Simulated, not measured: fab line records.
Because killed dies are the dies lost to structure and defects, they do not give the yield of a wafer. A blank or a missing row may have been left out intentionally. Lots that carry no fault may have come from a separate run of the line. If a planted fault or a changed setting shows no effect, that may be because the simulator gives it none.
Which tool did it? | flow berkeley cmos170 | 14 lots, 42 wafers sampled, at 6 steps of a route of 331

## WHAT EACH GAUGE READ, for each wafer
UCB170_NWELL_OVL_MEAS_12. Usual: NWELL_OVL typically reads 0 nm, with standard deviation 5.1.
lot  | measured    | on         | NWELL_OVL (nm) | flag
L534 | day 2 11:30 | overlay-02 | -4 -2 -2       |
L535 | day 2 16:59 | overlay-01 | 0 0 -6         |
L536 | day 2 22:14 | overlay-01 | 2 3 2          |
L537 | day 3 05:47 | overlay-02 | -6 -3 -8       |
L538 | day 3 10:32 | overlay-01 | 3 -2 0         |
L539 | day 3 14:58 | overlay-01 | 1 3 1          |
L541 | day 3 15:41 | overlay-01 | 0 2 -3         |
L543 | day 4 16:49 | overlay-01 | 0 5 -2         |
L545 | day 4 22:46 | overlay-02 | -3 -3 -7       |
L544 | day 4 22:59 | overlay-01 | 7 18 1         |
L549 | day 5 22:47 | overlay-01 | 2 -1 -4        |
L552 | day 6 01:04 | overlay-02 | 2 -4 -4        |
L554 | day 6 07:55 | overlay-01 | 4 8 8          |
L555 | day 6 14:52 | overlay-02 | 12 11 10       |

UCB170_PLDD_CD_MEAS_06 targets a cd of 1200 nm. Usual: cd nm at 1199.8 nm, with a standard deviation of 1.5.
lot  | measured     | on        | cd nm (nm)           | flag
L534 | day 7 13:48  | cd sem-02 | 1199.6 1199.7 1200.5 |
L535 | day 7 13:16  | cd sem-02 | 1200.4 1199.2 1198.8 |
L536 | day 7 21:22  | cd sem-01 | 1201.4 1201.1 1200.1 |
L537 | day 7 20:46  | cd sem-01 | 1202.7 1201.2 1203.8 |
L538 | day 7 21:07  | cd sem-02 | 1200.7 1200.6 1199.1 |
L539 | day 8 08:18  | cd sem-02 | 1198.7 1198.7 1198.5 |
L541 | day 8 09:01  | cd sem-02 | 1198.5 1198.9 1199.9 |
L543 | day 9 22:21  | cd sem-01 | 1198.7 1201.6 1199.3 |
L545 | day 9 22:26  | cd sem-02 | 1200.2 1200.7 1200.4 |
L544 | day 9 22:09  | cd sem-02 | 1201.4 1199.8 1201.2 |
L549 | day 10 13:58 | cd sem-02 | 1199.1 1199.0 1200.1 |
L552 | day 10 13:07 | cd sem-01 | 1196.8 1197.4 1197.3 |
L554 | day 10 13:41 | cd sem-01 | 1199.4 1200.2 1199.0 |
L555 | day 11 09:35 | cd sem-02 | 1199.8 1199.2 1199.4 |

UCB170_PLDD_TW_MEAS_11. Usual: PLDD_TW typically reads 1003, with standard deviation 8.6.
lot  | measured     | on            | PLDD_TW        | flag
L534 | day 7 14:22  | film metro-03 | 991 992 990    |
L535 | day 7 13:49  | film metro-02 | 1014 1014 1010 |
L536 | day 7 21:53  | film metro-02 | 1007 1008 1009 |
L537 | day 7 21:19  | film metro-02 | 1011 1015 1011 |
L538 | day 7 21:40  | film metro-02 | 1009 1014 1011 |
L539 | day 8 08:51  | film metro-01 | 1015 1015 1017 |
L541 | day 8 09:53  | film metro-01 | 1021 1020 1010 |
L543 | day 9 22:55  | film metro-03 | 992 989 993    |
L545 | day 9 23:00  | film metro-02 | 1058 1053 1060 | OFF
L544 | day 9 22:42  | film metro-03 | 989 995 990    |
L549 | day 10 14:31 | film metro-02 | 1063 1059 1065 | OFF
L552 | day 10 13:40 | film metro-03 | 989 993 993    |
L554 | day 10 14:23 | film metro-03 | 991 993 994    |
L555 | day 11 10:08 | film metro-01 | 1011 1008 1014 |

UCB170_PSD_CD_MEAS_06 targets a cd of 1200 nm. Usual: cd nm at 1199.8 nm, with a standard deviation of 1.7.
lot  | measured     | on        | cd nm (nm)           | flag
L534 | day 8 02:05  | cd sem-01 | 1202.1 1203.2 1202.6 |
L535 | day 8 01:31  | cd sem-02 | 1199.4 1201.0 1200.9 |
L536 | day 8 08:03  | cd sem-01 | 1197.4 1197.8 1199.1 |
L537 | day 8 07:44  | cd sem-02 | 1199.9 1198.4 1196.5 |
L538 | day 8 07:22  | cd sem-01 | 1201.3 1199.3 1200.3 |
L539 | day 8 19:05  | cd sem-01 | 1200.9 1201.9 1202.2 |
L541 | day 8 19:10  | cd sem-02 | 1201.7 1201.9 1202.8 |
L543 | day 10 09:55 | cd sem-01 | 1199.4 1199.0 1200.0 |
L545 | day 10 10:10 | cd sem-02 | 1200.8 1200.5 1200.6 |
L544 | day 10 09:31 | cd sem-01 | 1198.5 1200.8 1199.0 |
L549 | day 11 00:13 | cd sem-01 | 1198.5 1198.7 1199.5 |
L552 | day 10 23:59 | cd sem-02 | 1202.3 1200.3 1200.5 |
L554 | day 10 23:29 | cd sem-01 | 1202.1 1201.4 1200.5 |
L555 | day 11 19:43 | cd sem-01 | 1199.6 1200.7 1200.8 |

UCB170_SDANNEAL_RS_MEAS_04: a four-point-probe measurement. Usual: PLDD_RS typically reads 1032 ohm/sq, with standard deviation 3.1.
lot  | measured     | on            | PLDD_RS (ohm/sq) | flag
L534 | day 8 09:47  | film metro-03 | 1029 1028 1028   |
L535 | day 8 09:09  | film metro-03 | 1030 1030 1030   |
L536 | day 8 13:11  | film metro-03 | 1031 1030 1030   |
L537 | day 8 12:45  | film metro-02 | 1036 1036 1038   |
L538 | day 8 12:16  | film metro-02 | 1035 1036 1032   |
L539 | day 9 00:29  | film metro-01 | 1034 1032 1033   |
L541 | day 9 01:12  | film metro-01 | 1031 1029 1030   |
L543 | day 10 14:44 | film metro-03 | 1027 1028 1026   |
L545 | day 10 15:08 | film metro-02 | 903 903 904      | OFF
L544 | day 10 14:05 | film metro-01 | 1029 1035 1034   |
L549 | day 11 07:22 | film metro-02 | 902 900 902      | OFF
L552 | day 11 07:04 | film metro-01 | 1030 1026 1026   |
L554 | day 11 06:28 | film metro-02 | 1030 1030 1030   |
L555 | day 11 23:17 | film metro-01 | 1031 1036 1032   |

## WHAT TOOL EACH LOT RAN ON (gives the tool, then ch and the chambers of the sampled wafers, and finally the start)
lot  | UCB170_PLDD_IMPLANT_09
L534 | implanter-04 ch 0, day 7 14:07
L535 | implanter-03 ch 0, day 7 13:35
L536 | implanter-04 ch 0, day 7 21:40
L537 | implanter-02 ch 0, day 7 21:04
L538 | implanter-03 ch 0, day 7 21:25
L539 | implanter-04 ch 0, day 8 08:37
L541 | implanter-03 ch 0, day 8 09:19
L543 | implanter-04 ch 0, day 9 22:42
L545 | implanter-03 ch 0, day 9 22:46
L544 | implanter-03 ch 0, day 9 22:28
L549 | implanter-03 ch 0, day 10 14:16
L552 | implanter-02 ch 0, day 10 13:25
L554 | implanter-04 ch 0, day 10 14:00
L555 | implanter-04 ch 0, day 11 09:53
- UCB170_PLDD_IMPLANT_09

## AS READ BY THE TOOLS THEMSELVES (means over the sampled wafers that have a number; for cases with no such wafer, the mark the record gives instead)
UCB170_PLDD_IMPLANT_09. Usual: beam energy keV 9.9998, standard deviation 0.0029; beam on s 10.00 s, standard deviation 0.19; dose ions cm2 5e+13, standard deviation 5.3e+10; end station pressure torr 5.15e-06 Torr, standard deviation 2.8e-07; faraday current uA 159, standard deviation 3.
lot  | tool         | beam energy keV | beam on s (s) | dose ions cm2 | end station pressure torr (Torr) | faraday current uA | flag
L534 | implanter-04 | 9.9976          | 10.05         | 5e+13         | 5.09e-06                         | 157                |
L535 | implanter-03 | 10.0004         | 9.83          | 5e+13         | 5.19e-06                         | 161                |
L536 | implanter-04 | 9.9968          | 10.11         | 5e+13         | 4.90e-06                         | 157                |
L537 | implanter-02 | 9.9991          | 10.00         | 5e+13         | 4.88e-06                         | 160                |
L538 | implanter-03 | 9.9999          | 9.99          | 5e+13         | 5.19e-06                         | 159                |
L539 | implanter-04 | 10.0063         | 9.98          | 5e+13         | 5.36e-06                         | 159                |
L541 | implanter-03 | 9.9995          | 9.97          | 5e+13         | 5.41e-06                         | 159                |
L543 | implanter-04 | 9.9960          | 10.04         | 5e+13         | 5.37e-06                         | 158                |
L545 | implanter-03 | 10.0007         | 12.27         | 7e+13         | 5.32e-06                         | 177                | OFF
L544 | implanter-03 | 10.0014         | 10.24         | 5e+13         | 5.01e-06                         | 155                |
L549 | implanter-03 | 10.0026         | 12.35         | 7e+13         | 5.07e-06                         | 176                | OFF
L552 | implanter-02 | 10.0020         | 9.97          | 5e+13         | 4.99e-06                         | 159                |
L554 | implanter-04 | 10.0020         | 10.03         | 5e+13         | 5.18e-06                         | 158                |
L555 | implanter-04 | 9.9983          | 9.97          | 5e+13         | 5.27e-06                         | 159                |

## THE ANSWER, worked out from the rows above alone
Rule: lot off if the mean of its wafers having a number is beyond 3 standard deviations from the usual mean. A lot without any number at a reading at which 4 lots or more have one is off too. The other lots that the step has rows for count as sound. After the gauges, taken in route order, come the tools' own readings; for these a lot's mean is taken, as printed above. The first step at which some lot is off is used, and at that step the reading that is off furthest; a lot without a number counts as furthest.
Off: at UCB170_PLDD_TW_MEAS_11 (PLDD_TW), L545, L549.
A tool fits if, at a process step before that reading, it ran every lot that is off, and no sound lot after the first of them. Not tried: the gauges at UCB170_PLDD_TW_MEAS_11; whatever is off there is also off at UCB170_PLDD_IMPLANT_09, on other tools, and gauge error can't account for it. One fits: UCB170_PLDD_IMPLANT_09 on implanter-03. Its last sound lot is L544 (day 9 22:28), its first lot that is off L545 (day 9 22:46): a fault that began between those two fits.
The tool's own readings at UCB170_PLDD_IMPLANT_09 bear it out: on the lots that are off they differ by more than 5 times the standard deviation of the sound lots' means. beam on s reads 12.31 s there against 10.02 s on the sound lots; dose ions cm2 reads 7e+13 there against 5e+13 on the sound lots; faraday current uA reads 176 there against 158 on the sound lots.

## WHAT HAD BEEN PUT IN BY THE SIMULATOR
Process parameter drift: implanter-03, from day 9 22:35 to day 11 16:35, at UCB170_PLDD_IMPLANT_09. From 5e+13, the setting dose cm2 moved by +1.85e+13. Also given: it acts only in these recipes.
Shown lots that were struck: L545, L549. The rule given above showed the same thing.
